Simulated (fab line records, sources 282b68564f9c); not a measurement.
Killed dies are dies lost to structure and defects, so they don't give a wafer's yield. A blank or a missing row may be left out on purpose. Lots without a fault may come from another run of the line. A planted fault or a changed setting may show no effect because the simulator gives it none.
Which tool did it? | flow rit_cmos | 15 lots, 45 wafers sampled, at 4 steps of a route of 202

WHAT THE GAUGES READ, wafer by wafer
RIT_FOX2_THK_MEAS_01. Usual: FOX2_OXIDE_THK 352 nm, standard deviation 6.4.
lot  | measured    | on            | FOX2_OXIDE_THK (nm) | flag
L420 | day 1 18:22 | film_metro-01 | 346 340 353         |
L421 | day 1 23:23 | film_metro-02 | 359 352 356         |
L422 | day 2 05:11 | film_metro-04 | 356 354 355         |
L424 | day 2 14:31 | film_metro-02 | 349 351 350         |
L425 | day 2 19:23 | film_metro-02 | 350 342 339         |
L426 | day 3 00:20 | film_metro-04 | 344 349 353         |
L427 | day 3 05:53 | film_metro-02 | 349 347 352         |
L429 | day 3 16:42 | film_metro-01 | 362 360 367         |
L430 | day 3 21:10 | film_metro-04 | 363 355 359         |
L431 | day 4 01:22 | film_metro-01 | 353 347 352         |
L432 | day 4 07:02 | film_metro-01 | 359 357 351         |
L440 | day 6 00:57 | film_metro-01 | 354 357 356         |
L441 | day 6 05:25 | film_metro-01 | 352 349 359         |
L442 | day 6 10:02 | film_metro-01 | 347 352 350         |
L443 | day 6 15:40 | film_metro-01 | 353 349 352         |

RIT_GATE_OVL_MEAS_17. Usual: GATE_OVL 1.0 nm, standard deviation 1.3.
lot  | measured    | on         | GATE_OVL (nm)  | flag
L420 | day 2 12:15 | overlay-02 | 1.8 2.0 1.7    |
L421 | day 2 17:19 | overlay-01 | 0.8 0.8 0.6    |
L422 | day 2 23:31 | overlay-02 | 3.2 2.2 2.5    |
L424 | day 3 10:24 | overlay-01 | 0.8 1.1 1.2    |
L425 | day 3 14:13 | overlay-02 | 2.0 1.2 0.6    |
L426 | day 3 17:38 | overlay-01 | 0.1 2.3 1.6    |
L427 | day 3 23:49 | overlay-01 | 1.1 2.8 1.8    |
L429 | day 4 10:13 | overlay-02 | 0.8 0.3 1.6    |
L430 | day 4 14:27 | overlay-01 | 0.6 -0.5 -0.4  |
L431 | day 4 19:19 | overlay-01 | 2.1 2.8 2.5    |
L432 | day 5 01:16 | overlay-02 | 0.7 0.7 1.0    |
L440 | day 6 22:38 | overlay-02 | -2.0 -2.7 -1.1 |
L441 | day 7 01:41 | overlay-02 | 0.5 0.0 0.9    |
L442 | day 7 04:07 | overlay-01 | 0.6 -0.4 0.7   |
L443 | day 7 10:34 | overlay-01 | 2.0 0.4 2.2    |

RIT_M1_OVL_MEAS_10. Usual: M1_OVL 0.5 nm, standard deviation 1.5.
lot  | measured    | on         | M1_OVL (nm)    | flag
L420 | day 3 05:49 | overlay-01 | 1.0 0.5 1.2    |
L421 | day 3 10:42 | overlay-01 | -0.8 -1.3 0.3  |
L422 | day 3 17:08 | overlay-02 | 1.0 3.3 2.1    |
L424 | day 4 03:45 | overlay-01 | -0.5 -0.9 1.1  |
L425 | day 4 08:21 | overlay-01 | 0.0 1.9 2.0    |
L426 | day 4 11:35 | overlay-01 | 2.2 2.7 2.5    |
L427 | day 4 18:01 | overlay-01 | 1.6 1.9 0.4    |
L429 | day 5 03:49 | overlay-01 | 0.9 -0.6 -1.6  |
L430 | day 5 08:13 | overlay-01 | 0.8 0.9 0.7    |
L431 | day 5 13:05 | overlay-02 | -1.5 -1.0 -0.3 |
L432 | day 5 19:05 | overlay-02 | 0.1 -0.4 0.9   |
L440 | day 7 16:34 | overlay-01 | -1.7 -0.8 0.6  |
L441 | day 7 19:09 | overlay-02 | -0.4 -0.2 -0.3 |
L442 | day 7 21:38 | overlay-02 | 1.1 3.1 1.7    |
L443 | day 8 03:47 | overlay-02 | 1.5 0.5 2.5    |

WHICH TOOL RAN EACH LOT (tool, then ch and the chambers of the sampled wafers, then the start)
lot  | RIT_PLDD_PEB_04
L420 | litho_track-02 ch 0, day 2 18:04
L421 | litho_track-01 ch 0, day 2 23:05
L422 | litho_track-01 ch 0, day 3 05:31
L424 | litho_track-04 ch 0, day 3 16:13
L425 | litho_track-04 ch 0, day 3 20:04
L426 | litho_track-01 ch 0, day 3 23:47
L427 | litho_track-04 ch 0, day 4 06:19
L429 | litho_track-04 ch 0, day 4 15:56
L430 | litho_track-02, day 4 20:40
L431 | litho_track-04, day 5 01:01
L432 | litho_track-04, day 5 07:19
L440 | litho_track-01 ch 0, day 7 04:40
L441 | litho_track-01 ch 0, day 7 07:16
L442 | litho_track-02 ch 0, day 7 09:50
L443 | litho_track-04 ch 0, day 7 16:20
- RIT_PLDD_PEB_04

WHAT THE TOOLS THEMSELVES READ (means of the sampled wafers that have a number; where no wafer has one, the mark that the record gives instead)
RIT_PLDD_PEB_04. Usual: exhaust_pa 44.9 Pa, standard deviation 0.88.
lot  | tool           | exhaust_pa (Pa) | flag
L420 | litho_track-02 | 44.9            |
L421 | litho_track-01 | 44.3            |
L422 | litho_track-01 | 45.2            |
L424 | litho_track-04 | 45.4            |
L425 | litho_track-04 | 44.8            |
L426 | litho_track-01 | 45.7            |
L427 | litho_track-04 | 46.2            |
L429 | litho_track-04 | 45.8            |
L430 | litho_track-02 | -               | OFF
L431 | litho_track-04 | -               | OFF
L432 | litho_track-04 | -               | OFF
L440 | litho_track-01 | 44.9            |
L441 | litho_track-01 | 44.4            |
L442 | litho_track-02 | 43.7            |
L443 | litho_track-04 | 45.5            |

THE ANSWER, worked out from the rows above alone
Rule: a lot is off if the mean of its wafers that have a number lies more than 3 standard deviations from the usual mean. A lot without any number at a reading at which 4 lots or more have one is off too. The other lots that the step has rows for count as sound. The gauges are gone through in route order, then the tools' own readings, and for those a lot's mean is taken as printed above. The first step at which some lot is off is used, and at that step the reading that is off furthest; a lot without a number counts as furthest.
Off: L430, L431, L432, at RIT_PLDD_PEB_04 (exhaust_pa). Without a number there: L430, L431, L432.
A tool fits if, at that step or a process step before it, it ran every lot that is off, and no sound lot after the first of them. None of those tried fits.

WHAT THE SIMULATOR HAD PUT IN
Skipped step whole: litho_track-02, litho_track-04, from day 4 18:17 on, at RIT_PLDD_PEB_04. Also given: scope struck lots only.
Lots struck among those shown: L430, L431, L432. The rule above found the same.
